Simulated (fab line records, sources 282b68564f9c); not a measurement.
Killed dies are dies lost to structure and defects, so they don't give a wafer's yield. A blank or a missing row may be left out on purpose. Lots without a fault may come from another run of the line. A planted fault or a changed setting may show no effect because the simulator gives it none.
A struck lot beside a sound one | flow rit_cmos | 15 steps out of a route of 202
Sound: wafers L450.1, L450.2, L450.3. Struck: wafers L457.1, L457.5, L457.6. The cause comes at the end.
At each step with rows: each side's tool, then ch and its chambers, then its first start. Under that, the readings that differ: sound wafers | struck wafers | difference of the means | sigmas: that difference in standard deviations of wafers without a fault.
alike: readings whose means differ by less than 2 such deviations, and words and numbers that are the same on both sides. not compared: withheld readings, readings that some wafer has no value for, bounds like >300 that may hide the same value, and numbers for which the record gives no deviation and whose values overlap.
The two part at a step that has a row with sigmas, a row that says differs or no value, or rows on one side only. Numbers that don't overlap but have no deviation are shown without sigmas and don't part them. A reading that every wafer of one side lacks parts them only if that side has two wafers or more.

first, 6 steps without rows for these wafers: RIT_CONTACT_HMDS_02 (prime time 60 s); RIT_CONTACT_COAT_03 (resist thk 1000 nm); RIT_CONTACT_SOFTBAKE_04 (time 60 s); RIT_CONTACT_EXPOSE_05 (exposes mask M11, target cd 1000 nm); RIT_CONTACT_PEB_06; RIT_CONTACT_DEVELOP_07 (develop time 120 s).
RIT_CONTACT_CD_MEAS_08: target cd 1000 nm.
  sound on cd_sem-02, day 3 13:07; struck on cd_sem-02, day 4 21:43
  alike: cd_nm
RIT_CONTACT_OVL_MEAS_09:
  sound on overlay-01, day 3 13:14; struck on overlay-02, day 4 21:50
  alike: CONTACT_OVL
then, 1 step without rows for these wafers: RIT_CONTACT_HARDBAKE_10 (time 60 s).
RIT_CONTACT_ETCH_11: etches SiO2 in CHF3/CF4/Ar, stops on TiSi2, target depth 480 nm, time 320 s.
  sound on rie_diel-03 ch 0,2,3, day 3 13:25; struck on rie_diel-04 ch 1,2, day 4 22:02
  alike: drypump_motor_current_A, oes_product_au, throttle_valve_pct
  not compared: rf_hours_counter_h
RIT_CONTACT_STRIP_12: strips in O2, time 180 s.
  sound on plasma_asher-04 ch 0,1, day 3 13:37; struck on plasma_asher-01 ch 0,1, day 4 22:13
  alike: drypump_motor_current_A
  not compared: rf_hours_counter_h
RIT_CONTACT_CD_MEAS_90: target cd 1000 nm.
  sound on cd_sem-02, day 3 13:47; struck on cd_sem-02, day 4 22:24
  alike: cd_nm
RIT_CONTACT_CLEAN_13: cleans in SC1, time 600 s.
  sound on wet_bench-01 ch 2, day 3 13:54; struck on wet_bench-02 ch 1, day 4 22:31
  reading          | sound       | struck      | difference | sigmas
  run_length_s (s) | 625 625 625 | 680 680 680 | +55        | +15
  alike: temp_c
then, 1 step without rows for these wafers: RIT_CONTACT_CLEAN_14 (cleans in SC2, time 600 s).
RIT_M1_PROBE_99:
  sound on prober-01, day 3 18:28; struck on prober-01, day 5 03:05
  alike: killed_at_front_end, killed_dies, killed_open, killed_short

WHERE THEY PART
Only at RIT_CONTACT_CLEAN_13, within this record. Later steps at which nothing parts them and some readings are alike: RIT_M1_PROBE_99.

WHY: what the simulator had put in
Process parameter drift: wet_bench-02, from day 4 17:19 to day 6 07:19, at RIT_CONTACT_CLEAN_13. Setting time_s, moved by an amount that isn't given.
